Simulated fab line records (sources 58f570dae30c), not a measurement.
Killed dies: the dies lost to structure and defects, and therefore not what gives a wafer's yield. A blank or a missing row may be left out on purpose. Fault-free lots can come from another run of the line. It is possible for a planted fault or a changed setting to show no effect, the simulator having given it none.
A lot that was struck, set against a sound lot | flow berkeley cmos170 | 20 out of 331 route steps
Sound: these wafers, L758.3, L758.4, L758.5. Wafers L769.2, L769.4, L769.5 were the ones struck. Last of all comes the cause.
Order at every step that has rows: each side's tool, ch and its chambers, its first start. Under that, the readings that differ: sound wafers | struck wafers | difference of the means | sigmas: that difference in standard deviations of wafers without a fault.
alike: a reading whose means differ by less than 2 such deviations, as well as words and numbers matching on both sides. not compared: withheld readings; readings where some wafer has no value; bounds like >300 that might hide an equal value; numbers whose values overlap and for which the record gives no deviation.
Wherever a step has rows on one side only, a row that says differs or no value, or a row with sigmas, the two part there. Numbers that have no deviation but don't overlap get no sigmas and don't part them. A reading missing from all wafers of one side parts the sides only when that side holds two or more wafers.

first, 1 step without rows for these wafers: UCB170_M3_PRE_CLEAN_00 (preclean etch time 60 s).
UCB170_M3_SPUTTER_01: material Al, target thk 900 nm, time 120 s.
  sound on pvd sputter-03 at day 8 00:50; struck on pvd sputter-04 at day 11 01:20
  alike: cathode dc power W, throttle valve pct
UCB170_M3_RS_MEAS_02: measures by four-point-probe.
  sound on film metro-01 at day 8 00:58; struck on film metro-04 at day 11 01:26
  alike: M3_AL_RS
UCB170_M3_THK_MEAS_03: measures by xrf.
  sound on film metro-01 at day 8 01:04; struck on film metro-04 at day 11 01:32
  alike: M3_AL_THK
then, 3 steps without rows for these wafers: UCB170_M3_HMDS_04 (prime time 60 s); UCB170_M3_COAT_05 (resist thk 900 nm); UCB170_M3_SOFTBAKE_06 (time 60 s).
UCB170_M3_STRIP_07: strips in O2.
  sound on plasma asher-02 ch 0,1, day 8 02:20; struck on plasma asher-02 ch 0,1, day 11 02:02
  alike: drypump motor current A, oes product au, strip time to endpoint s
  not compared: rf hours counter h
then, 4 steps without rows for these wafers: UCB170_M3_STRIP_08 (strips KrF in DMSO, time 600 s); UCB170_M3_COAT_09; UCB170_M3_COAT_10 (resist thk 900 nm); UCB170_M3_SOFTBAKE_11 (time 60 s).
UCB170_M3_EXPOSE_12: exposes mask METAL3, target cd 700 nm.
  sound on krf scanner-02 ch 0, day 8 04:49; struck on krf scanner-02 ch 0, day 11 02:55
  reading              | sound             | struck            | difference | sigmas
  exposure dose mJ cm2 | 25.96 25.97 25.96 | 27.30 27.28 27.25 | +1.31      | +10
  alike: mask
then, 2 steps without rows for these wafers: UCB170_M3_PEB_13; UCB170_M3_DEVELOP_14 (develop time 45 s).
UCB170_M3_CD_MEAS_15 targets a cd of 700 nm.
  sound on cd sem-02 at day 8 05:22; struck on cd sem-02 at day 11 03:19
  reading    | sound             | struck            | difference | sigmas
  cd nm (nm) | 701.4 701.7 701.1 | 692.3 690.7 692.2 | -9.7       | -7
UCB170_M3_OVL_MEAS_16:
  sound on overlay-02 at day 8 05:27; struck on overlay-01 at day 11 03:25
  alike: M3_OVL
UCB170_M3_ETCH_17: etches BARC in N2/H2.
  sound on rie diel-01 ch 0,2,3, day 8 05:29; struck on rie diel-01 ch 1,2,3, day 11 03:26
  reading             | sound         | struck            | difference | sigmas
  model.M3.cd nm (nm) | 701.6 702 701 | 691.8 690.9 691.6 | -10.1      |
  alike: bias w, drypump motor current A, oes product au, throttle valve pct
UCB170_M3_METAL_ETCH_18: etches Al in Cl2/BCl3, stops on SiO2, target depth 1170 nm, time 195 s.
  sound on rie metal-04 ch 0,1, day 8 05:35; struck on rie metal-02 ch 0,1, day 11 03:29
  reading             | sound           | struck          | difference | sigmas
  model.M3.cd nm (nm) | 701 702.9 702.6 | 694.5 696 695.3 | -6.9       |
  alike: bias w, drypump motor current A, mfc cl2 sccm, oes product au, throttle valve pct
  not compared: rf hours counter h
UCB170_M3_STRIP_19: strips in O2.
  sound on plasma asher-01 ch 0,1, day 8 05:44; struck on plasma asher-01 ch 0,1, day 11 03:40
  alike: drypump motor current A, oes product au
  not compared: rf hours counter h

WHERE THEY PART
At UCB170_M3_EXPOSE_12 first; at UCB170_M3_CD_MEAS_15 last (within this record only). Later steps at which nothing parts them and some readings are alike: UCB170_M3_OVL_MEAS_16, UCB170_M3_ETCH_17, UCB170_M3_METAL_ETCH_18, UCB170_M3_STRIP_19.

WHY: what had been put in by the simulator
Process parameter drift: krf scanner-02, from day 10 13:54 on, at UCB170_M3_EXPOSE_12. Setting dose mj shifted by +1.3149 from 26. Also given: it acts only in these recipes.
